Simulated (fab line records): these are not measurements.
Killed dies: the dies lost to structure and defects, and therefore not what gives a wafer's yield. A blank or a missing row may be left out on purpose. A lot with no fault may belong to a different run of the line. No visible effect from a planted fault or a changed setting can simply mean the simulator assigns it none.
Matching of chambers || flow rit_cmos || 4 sister chambers for RIT_GATE_ETCH_19 on rie_si-01
The step etches poly-Si in SF6/CHF3/O2, stops on SiO2, time 165 s, target depth 312.5 nm. 4 wafers are shown with their chamber, then 8 later ones without.

EACH WAFER AND ITS CHAMBER
{"wafer": "L752.6", "chamber": 3, "throttle_valve_pct (%)": 10.43}
{"wafer": "L756.5", "chamber": 1, "throttle_valve_pct (%)": 10.47}
{"wafer": "L756.6", "chamber": 2, "throttle_valve_pct (%)": 10.25}
{"wafer": "L758.1", "chamber": 0, "throttle_valve_pct (%)": 10.05}

WAFERS WITHOUT THEIR CHAMBER
{"wafer": "L758.2", "throttle_valve_pct (%)": 10.44}
{"wafer": "L758.6", "throttle_valve_pct (%)": 10.43}
{"wafer": "L766.1", "throttle_valve_pct (%)": 10.46}
{"wafer": "L766.4", "throttle_valve_pct (%)": 10.05}
{"wafer": "L766.5", "throttle_valve_pct (%)": 10.43}
{"wafer": "L768.2", "throttle_valve_pct (%)": 10.43}
{"wafer": "L768.4", "throttle_valve_pct (%)": 10.44}
{"wafer": "L768.6", "throttle_valve_pct (%)": 10.43}

CHAMBER TAKEN BY EACH
{"wafer": "L758.2", "from the rows above": 3, "in truth": 3}
{"wafer": "L758.6", "from the rows above": 3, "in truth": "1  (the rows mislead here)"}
{"wafer": "L766.1", "from the rows above": 1, "in truth": 1}
{"wafer": "L766.4", "from the rows above": 0, "in truth": 0}
{"wafer": "L766.5", "from the rows above": 3, "in truth": 3}
{"wafer": "L768.2", "from the rows above": 3, "in truth": 3}
{"wafer": "L768.4", "from the rows above": 3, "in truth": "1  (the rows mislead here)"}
{"wafer": "L768.6", "from the rows above": 3, "in truth": 3}
6 of 8 placed correctly. Not placeable from these rows: 0. Number placed wrongly: 2.
How it was worked out, from the rows above alone: a wafer's distance from a chamber is the root of the sum, over the readings, of the square of ((its reading less the chamber's mean) divided by the reading's scatter). The wafer belongs to the nearest chamber; if the next one is less than 2 further off, it can't be placed. Each chamber's mean is taken over the wafers shown for it. The scatter: root of mean squared gap, hidden wafer to nearest shown wafer, with one shown wafer a chamber.
